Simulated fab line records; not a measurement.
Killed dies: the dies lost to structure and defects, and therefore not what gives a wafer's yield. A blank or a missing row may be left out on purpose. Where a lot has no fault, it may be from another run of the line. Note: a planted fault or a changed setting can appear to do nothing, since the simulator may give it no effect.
fab line records :: flow rit_cmos :: part 2 of 2: steps 36 to 47 of 47
record:
  lots: 5
  wafers: 15
  last_day: 6
route steps=202 shown GATE@77 FOX2@80 REOX@98 NLDD@103 PLDD@114
lots with no fault: from the same line, run without faults
start_h: start of the lot's first displayed wafer, in hours after the record's first day :: wait_h: time in hours since the lot's previous step :: " unchanged from the row above :: L1.1+2: several wafers, shown together as one row :: - no value, or no start given :: * or withheld: withheld :: < > ~ a bound
route shown NAME@n: names a module that has steps shown in the file, with the first one's number in the route :: usual: mean/standard deviation of fault-free wafers :: same: alike in all rows :: chamber/n: place in a boat :: sites: the reading at each site :: _std_site: how widely they spread, as a standard deviation :: _edge_site: mean of outer sites minus mean of inner sites :: radius_mm: how far each site lies from the wafer's centre :: mask NAME#n: copy n :: behind: the most recent tool/chamber to have shaped the wafer :: hold: cause of the lot's hold/its duration in hours/its outcome :: device: transistor that didn't switch, given as n, p or np :: end of line: at the end of the route, the tests of the same wafers :: a step given without rows: its recipe and nothing more :: killed: at the first sort, the dies lost to defects and structure; wafer yield is something else :: map: per-die view of a wafer (x killed, . not killed, _ where there is no die)
set.NAME: the setting that was run; set.NAME@STEP: the one run at that earlier step :: model.NAME: the simulator's own value behind a step, which no gauge read
certain route steps with their lots: each step a table, each wafer a row
services: when a tool's chamber went out of use (start_h, in hours from the record's first day, below 0 if earlier), for how many hours, and the reason
== steps ==
step: RIT_NLDD_STRIP_09
recipe:
  chemistry: O2
  time_s: 180
  resist: NOVOLAK
  platen_temp_c: withheld
  power_w: 500
  pressure_mtorr: 4000
  o2_flow_sccm: 4000
usual:
  drypump_motor_current_A: 5.5/0.45
lot.wafer: L074.2
tool: plasma_asher-04
chamber: 0
start_h: 44.18
wait_h: 0.1
drypump_motor_current_A: 4.9
rf_hours_counter_h: 41

lot.wafer: L074.5
tool: plasma_asher-04
chamber: 1
start_h: 44.18
wait_h: 0.1
drypump_motor_current_A: 6.0
rf_hours_counter_h: -

lot.wafer: L074.6
tool: plasma_asher-04
chamber: 0
start_h: 44.18
wait_h: 0.1
drypump_motor_current_A: 4.9
rf_hours_counter_h: -

lot.wafer: L078.1
tool: plasma_asher-02
chamber: 1
start_h: 63.56
wait_h: 0.1
drypump_motor_current_A: 5.7
rf_hours_counter_h: 27

lot.wafer: L078.3
tool: plasma_asher-02
chamber: 1
start_h: 63.56
wait_h: 0.1
drypump_motor_current_A: 5.7
rf_hours_counter_h: -

lot.wafer: L078.6
tool: plasma_asher-02
chamber: 1
start_h: 63.56
wait_h: 0.1
drypump_motor_current_A: 5.7
rf_hours_counter_h: -

lot.wafer: L080.4
tool: plasma_asher-02
chamber: 1
start_h: 71.85
wait_h: 0.1
drypump_motor_current_A: 5.7
rf_hours_counter_h: -

lot.wafer: L080.5
tool: plasma_asher-02
chamber: 0
start_h: 71.85
wait_h: 0.1
drypump_motor_current_A: 5.6
rf_hours_counter_h: -

lot.wafer: L080.6
tool: plasma_asher-02
chamber: 1
start_h: 71.85
wait_h: 0.1
drypump_motor_current_A: 5.7
rf_hours_counter_h: -

lot.wafer: L088.4
tool: plasma_asher-01
chamber: 1
start_h: 112.72
wait_h: 0.1
drypump_motor_current_A: 5.9
rf_hours_counter_h: -

lot.wafer: L088.5
tool: plasma_asher-01
chamber: 0
start_h: 112.72
wait_h: 0.1
drypump_motor_current_A: 5.1
rf_hours_counter_h: -

lot.wafer: L088.6
tool: plasma_asher-01
chamber: 1
start_h: 112.72
wait_h: 0.1
drypump_motor_current_A: 5.9
rf_hours_counter_h: -

lot.wafer: L092.2
tool: plasma_asher-04
chamber: 0
start_h: 137.24
wait_h: 0.1
drypump_motor_current_A: 5.0
rf_hours_counter_h: 51

lot.wafer: L092.3
tool: plasma_asher-04
chamber: 0
start_h: 137.24
wait_h: 0.1
drypump_motor_current_A: 4.9
rf_hours_counter_h: -

lot.wafer: L092.5
tool: plasma_asher-04
chamber: 0
start_h: 137.24
wait_h: 0.1
drypump_motor_current_A: 5.0
rf_hours_counter_h: -
step: RIT_NLDD_TW_MEAS_10
usual:
  NLDD_TW: 2503/19
lot.wafer: L074.2
tool: film_metro-04
chamber: -
start_h: 44.36
wait_h: 0.1
NLDD_TW: 2503

lot.wafer: L074.5
tool: film_metro-04
chamber: -
start_h: 44.36
wait_h: 0.1
NLDD_TW: 2511

lot.wafer: L074.6
tool: film_metro-04
chamber: -
start_h: 44.36
wait_h: 0.1
NLDD_TW: 2512

lot.wafer: L078.1
tool: film_metro-02
chamber: -
start_h: 63.74
wait_h: 0.1
NLDD_TW: 2485

lot.wafer: L078.3
tool: film_metro-02
chamber: -
start_h: 63.74
wait_h: 0.1
NLDD_TW: 2478

lot.wafer: L078.6
tool: film_metro-02
chamber: -
start_h: 63.74
wait_h: 0.1
NLDD_TW: 2482

lot.wafer: L080.4
tool: film_metro-02
chamber: -
start_h: 72.00
wait_h: 0.1
NLDD_TW: 2498

lot.wafer: L080.5
tool: film_metro-02
chamber: -
start_h: 72.00
wait_h: 0.1
NLDD_TW: 2490

lot.wafer: L080.6
tool: film_metro-02
chamber: -
start_h: 72.00
wait_h: 0.1
NLDD_TW: 2502

lot.wafer: L088.4
tool: film_metro-02
chamber: -
start_h: 112.87
wait_h: 0.1
NLDD_TW: 2481

lot.wafer: L088.5
tool: film_metro-02
chamber: -
start_h: 112.87
wait_h: 0.1
NLDD_TW: 2490

lot.wafer: L088.6
tool: film_metro-02
chamber: -
start_h: 112.87
wait_h: 0.1
NLDD_TW: 2482

lot.wafer: L092.2
tool: film_metro-01
chamber: -
start_h: 137.42
wait_h: 0.1
NLDD_TW: 2504

lot.wafer: L092.3
tool: film_metro-01
chamber: -
start_h: 137.42
wait_h: 0.1
NLDD_TW: 2527

lot.wafer: L092.5
tool: film_metro-01
chamber: -
start_h: 137.42
wait_h: 0.1
NLDD_TW: 2522
step: RIT_PLDD_HMDS_00
recipe:
  prime_time_s: 60
  prime_temp_c: 140
lot.wafer: L074.2+5+6
tool: litho_track-04
chamber: 0
start_h: 44.44
wait_h: 0.1

lot.wafer: L078.1+3+6
tool: litho_track-01
chamber: 0
start_h: 63.80
wait_h: 0.1

lot.wafer: L080.4+5+6
tool: litho_track-02
chamber: 0
start_h: 72.10
wait_h: 0.1

lot.wafer: L088.4+5+6
tool: litho_track-01
chamber: 0
start_h: 112.98
wait_h: 0.1

lot.wafer: L092.2+3+5
tool: litho_track-04
chamber: 0
start_h: 137.50
wait_h: 0.1
step: RIT_PLDD_COAT_01
recipe:
  resist: NOVOLAK
  spin_rpm: 3250
  resist_thk_nm: 1000
lot.wafer: L074.2+5+6
tool: litho_track-04
chamber: 0
start_h: 44.59
wait_h: 0.1

lot.wafer: L078.1+3+6
tool: litho_track-01
chamber: 0
start_h: 63.95
wait_h: 0.1

lot.wafer: L080.4+5+6
tool: litho_track-02
chamber: 0
start_h: 72.25
wait_h: 0.1

lot.wafer: L088.4+5+6
tool: litho_track-01
chamber: 0
start_h: 113.13
wait_h: 0.1

lot.wafer: L092.2+3+5
tool: litho_track-04
chamber: 0
start_h: 137.65
wait_h: 0.1
step: RIT_PLDD_SOFTBAKE_02
recipe:
  resist: NOVOLAK
  temp_c: 90
  time_s: 60
lot.wafer: L074.2+5+6
tool: litho_track-04
chamber: 0
start_h: 44.74
wait_h: 0.1

lot.wafer: L078.1+3+6
tool: litho_track-01
chamber: 0
start_h: 64.10
wait_h: 0.1

lot.wafer: L080.4+5+6
tool: litho_track-02
chamber: 0
start_h: 72.40
wait_h: 0.1

lot.wafer: L088.4+5+6
tool: litho_track-01
chamber: 0
start_h: 113.28
wait_h: 0.1

lot.wafer: L092.2+3+5
tool: litho_track-04
chamber: 0
start_h: 137.80
wait_h: 0.1
step: RIT_PLDD_EXPOSE_03
recipe:
  mask_id: M8
  na: 0.57
  target_cd_nm: 40900
  dose_mj: 250
lot.wafer: L074.2+5+6
tool: iline_stepper-02
chamber: 0
start_h: 44.88
wait_h: 0.1
mask: M8#0

lot.wafer: L078.1+3+6
tool: iline_stepper-02
chamber: 0
start_h: 64.25
wait_h: 0.1
mask: M8#0

lot.wafer: L080.4+5+6
tool: iline_stepper-02
chamber: 0
start_h: 72.66
wait_h: 0.2
mask: M8#0

lot.wafer: L088.4+5+6
tool: iline_stepper-01
chamber: 0
start_h: 113.53
wait_h: 0.2
mask: M8#0

lot.wafer: L092.2+3+5
tool: iline_stepper-01
chamber: 0
start_h: 138.07
wait_h: 0.2
mask: M8#0
step: RIT_PLDD_PEB_04
recipe:
  resist: NOVOLAK
  temp_c: withheld
  time_s: withheld
lot.wafer: L074.2+5+6
tool: litho_track-01
chamber: 0
start_h: 45.05
wait_h: 0.1

lot.wafer: L078.1+3+6
tool: litho_track-01
chamber: 0
start_h: 64.37
wait_h: 0.1

lot.wafer: L080.4+5+6
tool: litho_track-01
chamber: 0
start_h: 72.79
wait_h: 0.1

lot.wafer: L088.4+5+6
tool: litho_track-04
chamber: 0
start_h: 113.67
wait_h: 0.1

lot.wafer: L092.2+3+5
tool: litho_track-02
chamber: 0
start_h: 138.19
wait_h: 0.1
step: RIT_PLDD_DEVELOP_05
recipe:
  resist: NOVOLAK
  develop_time_s: 50
  dev_temp_c: 23
lot.wafer: L074.2+5+6
tool: litho_track-01
chamber: 0
start_h: -
wait_h: -

lot.wafer: L078.1+3+6
tool: litho_track-01
chamber: 0
start_h: -
wait_h: -

lot.wafer: L080.4+5+6
tool: litho_track-01
chamber: 0
start_h: -
wait_h: -

lot.wafer: L088.4+5+6
tool: litho_track-04
chamber: 0
start_h: -
wait_h: -

lot.wafer: L092.2+3+5
tool: litho_track-02
chamber: 0
start_h: -
wait_h: -
step: RIT_PLDD_OVL_MEAS_06
usual:
  PLDD_OVL: -1.3/1.4
lot.wafer: L074.2
tool: overlay-02
chamber: -
start_h: 45.31
wait_h: -
PLDD_OVL[nm]: -3.9

lot.wafer: L074.5
tool: overlay-02
chamber: -
start_h: 45.31
wait_h: -
PLDD_OVL[nm]: -0.8

lot.wafer: L074.6
tool: overlay-02
chamber: -
start_h: 45.31
wait_h: -
PLDD_OVL[nm]: -2.8

lot.wafer: L078.1
tool: overlay-01
chamber: -
start_h: 64.65
wait_h: -
PLDD_OVL[nm]: 0.1

lot.wafer: L078.3
tool: overlay-01
chamber: -
start_h: 64.65
wait_h: -
PLDD_OVL[nm]: 0.2

lot.wafer: L078.6
tool: overlay-01
chamber: -
start_h: 64.65
wait_h: -
PLDD_OVL[nm]: -1.9

lot.wafer: L080.4
tool: overlay-02
chamber: -
start_h: 73.02
wait_h: -
PLDD_OVL[nm]: -0.3

lot.wafer: L080.5
tool: overlay-02
chamber: -
start_h: 73.02
wait_h: -
PLDD_OVL[nm]: -0.2

lot.wafer: L080.6
tool: overlay-02
chamber: -
start_h: 73.02
wait_h: -
PLDD_OVL[nm]: -0.9

lot.wafer: L088.4
tool: overlay-02
chamber: -
start_h: 113.89
wait_h: -
PLDD_OVL[nm]: 1.2

lot.wafer: L088.5
tool: overlay-02
chamber: -
start_h: 113.89
wait_h: -
PLDD_OVL[nm]: 1.6

lot.wafer: L088.6
tool: overlay-02
chamber: -
start_h: 113.89
wait_h: -
PLDD_OVL[nm]: -0.4

lot.wafer: L092.2
tool: overlay-02
chamber: -
start_h: 138.45
wait_h: -
PLDD_OVL[nm]: -1.9

lot.wafer: L092.3
tool: overlay-02
chamber: -
start_h: 138.45
wait_h: -
PLDD_OVL[nm]: -0.4

lot.wafer: L092.5
tool: overlay-02
chamber: -
start_h: 138.45
wait_h: -
PLDD_OVL[nm]: -3.4
step: RIT_PLDD_HARDBAKE_07
recipe:
  resist: NOVOLAK
  temp_c: 140
  time_s: 60
lot.wafer: L074.2+5+6
tool: litho_track-01
chamber: 0
start_h: 45.37
wait_h: 0.0

lot.wafer: L078.1+3+6
tool: litho_track-02
chamber: 0
start_h: 64.69
wait_h: 0.0

lot.wafer: L080.4+5+6
tool: litho_track-01
chamber: 0
start_h: 73.11
wait_h: 0.1

lot.wafer: L088.4+5+6
tool: litho_track-02
chamber: 0
start_h: 113.99
wait_h: 0.1

lot.wafer: L092.2+3+5
tool: litho_track-01
chamber: 0
start_h: 138.51
wait_h: 0.0
step: RIT_PLDD_IMPLANT_08
recipe:
  species: BF2
  energy_kev: 20
  dose_cm2: 9.194e+14
  tilt_deg: 7
usual:
  dose_ions_cm2: 9.195e+14/1e+12
  end_station_pressure_torr: 7.4e-06/3.8e-07
  faraday_current_uA: 2886/65
  tilt_deg: 7.003/0.02
lot.wafer: L074.2
tool: implanter-02
chamber: 0
start_h: 45.52
wait_h: 0.1
dose_ions_cm2: 9.197e+14
end_station_pressure_torr: 7.6e-06
faraday_current_uA: 2861
tilt_deg: 6.990

lot.wafer: L074.5
tool: implanter-02
chamber: 0
start_h: 45.52
wait_h: 0.1
dose_ions_cm2: 9.187e+14
end_station_pressure_torr: 7.5e-06
faraday_current_uA: 2914
tilt_deg: 6.997

lot.wafer: L074.6
tool: implanter-02
chamber: 0
start_h: 45.52
wait_h: 0.1
dose_ions_cm2: 9.169e+14
end_station_pressure_torr: 7.8e-06
faraday_current_uA: 2879
tilt_deg: 7.001

lot.wafer: L078.1
tool: implanter-02
chamber: 0
start_h: 64.84
wait_h: 0.1
dose_ions_cm2: 9.198e+14
end_station_pressure_torr: 6.9e-06
faraday_current_uA: 2735
tilt_deg: 6.973

lot.wafer: L078.3
tool: implanter-02
chamber: 0
start_h: 64.84
wait_h: 0.1
dose_ions_cm2: 9.199e+14
end_station_pressure_torr: 7.3e-06
faraday_current_uA: 2952
tilt_deg: 6.967

lot.wafer: L078.6
tool: implanter-02
chamber: 0
start_h: 64.84
wait_h: 0.1
dose_ions_cm2: 9.183e+14
end_station_pressure_torr: 7.3e-06
faraday_current_uA: 2865
tilt_deg: 6.995

lot.wafer: L080.4
tool: implanter-04
chamber: 0
start_h: 73.26
wait_h: 0.1
dose_ions_cm2: 9.178e+14
end_station_pressure_torr: 7.6e-06
faraday_current_uA: 2827
tilt_deg: 7.018

lot.wafer: L080.5
tool: implanter-04
chamber: 0
start_h: 73.26
wait_h: 0.1
dose_ions_cm2: 9.181e+14
end_station_pressure_torr: 7.5e-06
faraday_current_uA: 2820
tilt_deg: 7.006

lot.wafer: L080.6
tool: implanter-04
chamber: 0
start_h: 73.26
wait_h: 0.1
dose_ions_cm2: 9.172e+14
end_station_pressure_torr: 7.1e-06
faraday_current_uA: 2962
tilt_deg: 6.994

lot.wafer: L088.4
tool: implanter-03
chamber: 0
start_h: 114.14
wait_h: 0.1
dose_ions_cm2: 9.185e+14
end_station_pressure_torr: 7.5e-06
faraday_current_uA: 2907
tilt_deg: 7.039

lot.wafer: L088.5
tool: implanter-03
chamber: 0
start_h: 114.14
wait_h: 0.1
dose_ions_cm2: 9.188e+14
end_station_pressure_torr: 7.3e-06
faraday_current_uA: 2859
tilt_deg: 7.033

lot.wafer: L088.6
tool: implanter-03
chamber: 0
start_h: 114.14
wait_h: 0.1
dose_ions_cm2: 9.189e+14
end_station_pressure_torr: 6.9e-06
faraday_current_uA: 2931
tilt_deg: 7.012

lot.wafer: L092.2
tool: implanter-04
chamber: 0
start_h: 138.66
wait_h: 0.1
dose_ions_cm2: 9.202e+14
end_station_pressure_torr: 7.5e-06
faraday_current_uA: 2835
tilt_deg: 6.993

lot.wafer: L092.3
tool: implanter-04
chamber: 0
start_h: 138.66
wait_h: 0.1
dose_ions_cm2: 9.177e+14
end_station_pressure_torr: 7.6e-06
faraday_current_uA: 2887
tilt_deg: 7.005

lot.wafer: L092.5
tool: implanter-04
chamber: 0
start_h: 138.66
wait_h: 0.1
dose_ions_cm2: 9.188e+14
end_station_pressure_torr: 7.3e-06
faraday_current_uA: 2836
tilt_deg: 6.986
step: RIT_PLDD_STRIP_09
recipe:
  chemistry: O2
  time_s: 180
  resist: NOVOLAK
  platen_temp_c: withheld
  power_w: 500
  pressure_mtorr: 4000
  o2_flow_sccm: 4000
usual:
  drypump_motor_current_A: 5.6/0.44
lot.wafer: L074.2
tool: plasma_asher-02
chamber: 1
start_h: 45.64
wait_h: 0.1
drypump_motor_current_A: 5.7
rf_hours_counter_h: 25

lot.wafer: L074.5
tool: plasma_asher-02
chamber: 1
start_h: 45.64
wait_h: 0.1
drypump_motor_current_A: 5.7
rf_hours_counter_h: -

lot.wafer: L074.6
tool: plasma_asher-02
chamber: 0
start_h: 45.64
wait_h: 0.1
drypump_motor_current_A: 5.6
rf_hours_counter_h: -

lot.wafer: L078.1
tool: plasma_asher-02
chamber: 1
start_h: 64.99
wait_h: 0.1
drypump_motor_current_A: 5.7
rf_hours_counter_h: 27

lot.wafer: L078.3
tool: plasma_asher-02
chamber: 1
start_h: 64.99
wait_h: 0.1
drypump_motor_current_A: 5.7
rf_hours_counter_h: -

lot.wafer: L078.6
tool: plasma_asher-02
chamber: 1
start_h: 64.99
wait_h: 0.1
drypump_motor_current_A: 5.7
rf_hours_counter_h: -

lot.wafer: L080.4
tool: plasma_asher-04
chamber: 0
start_h: 73.40
wait_h: 0.1
drypump_motor_current_A: 4.9
rf_hours_counter_h: -

lot.wafer: L080.5
tool: plasma_asher-04
chamber: 0
start_h: 73.40
wait_h: 0.1
drypump_motor_current_A: 4.9
rf_hours_counter_h: -

lot.wafer: L080.6
tool: plasma_asher-04
chamber: 1
start_h: 73.40
wait_h: 0.1
drypump_motor_current_A: 6.1
rf_hours_counter_h: -

lot.wafer: L088.4
tool: plasma_asher-04
chamber: 0
start_h: 114.27
wait_h: 0.1
drypump_motor_current_A: 5.0
rf_hours_counter_h: -

lot.wafer: L088.5
tool: plasma_asher-04
chamber: 0
start_h: 114.27
wait_h: 0.1
drypump_motor_current_A: 4.9
rf_hours_counter_h: -

lot.wafer: L088.6
tool: plasma_asher-04
chamber: 1
start_h: 114.27
wait_h: 0.1
drypump_motor_current_A: 6.1
rf_hours_counter_h: -

lot.wafer: L092.2
tool: plasma_asher-04
chamber: 1
start_h: 138.78
wait_h: 0.1
drypump_motor_current_A: 6.1
rf_hours_counter_h: 51

lot.wafer: L092.3
tool: plasma_asher-04
chamber: 1
start_h: 138.78
wait_h: 0.1
drypump_motor_current_A: 6.1
rf_hours_counter_h: -

lot.wafer: L092.5
tool: plasma_asher-04
chamber: 0
start_h: 138.78
wait_h: 0.1
drypump_motor_current_A: 5.0
rf_hours_counter_h: -
== services ==
tool: implanter-03
chamber: -
start_h: 12.74
hours: 4.4
kind: repair

tool: implanter-04
chamber: -
start_h: 15.75
hours: 2.1
kind: pm

tool: implanter-03
chamber: -
start_h: 27.50
hours: 15.9
kind: pm

tool: iline_stepper-01
chamber: -
start_h: 30.54
hours: 1.7
kind: pm

tool: implanter-01
chamber: -
start_h: 37.39
hours: 3.3
kind: repair

tool: rie_si-01
chamber: 0
start_h: 40.14
hours: 7.6
kind: repair

tool: lpcvd-02
chamber: -
start_h: 48.53
hours: 14.6
kind: pm

tool: furnace-04
chamber: -
start_h: 48.60
hours: 4.5
kind: pm

tool: implanter-04
chamber: -
start_h: 61.17
hours: 4.2
kind: repair

tool: iline_stepper-02
chamber: -
start_h: 63.48
hours: 0.7
kind: repair

tool: implanter-03
chamber: -
start_h: 83.72
hours: 2.2
kind: repair

tool: plasma_asher-02
chamber: -
start_h: 86.70
hours: 8.5
kind: repair

tool: furnace-01
chamber: -
start_h: 98.39
hours: 2.6
kind: pm

tool: wet_bench-04
chamber: -
start_h: 98.42
hours: 3.7
kind: repair

tool: furnace-03
chamber: -
start_h: 102.05
hours: 5.5
kind: pm

tool: furnace-04
chamber: -
start_h: 108.13
hours: 23.4
kind: pm

tool: plasma_asher-02
chamber: -
start_h: 108.22
hours: 1.9
kind: repair

tool: iline_stepper-02
chamber: -
start_h: 108.39
hours: 1.7
kind: pm

tool: plasma_asher-03
chamber: -
start_h: 108.75
hours: 9.0
kind: pm

tool: furnace-01
chamber: -
start_h: 112.59
hours: 1.3
kind: pm

tool: furnace-03
chamber: -
start_h: 114.67
hours: 3.3
kind: pm

tool: plasma_asher-01
chamber: -
start_h: 115.41
hours: 1.7
kind: repair

tool: plasma_asher-04
chamber: -
start_h: 119.81
hours: 1.1
kind: repair

tool: furnace-04
chamber: -
start_h: 131.49
hours: 3.4
kind: pm
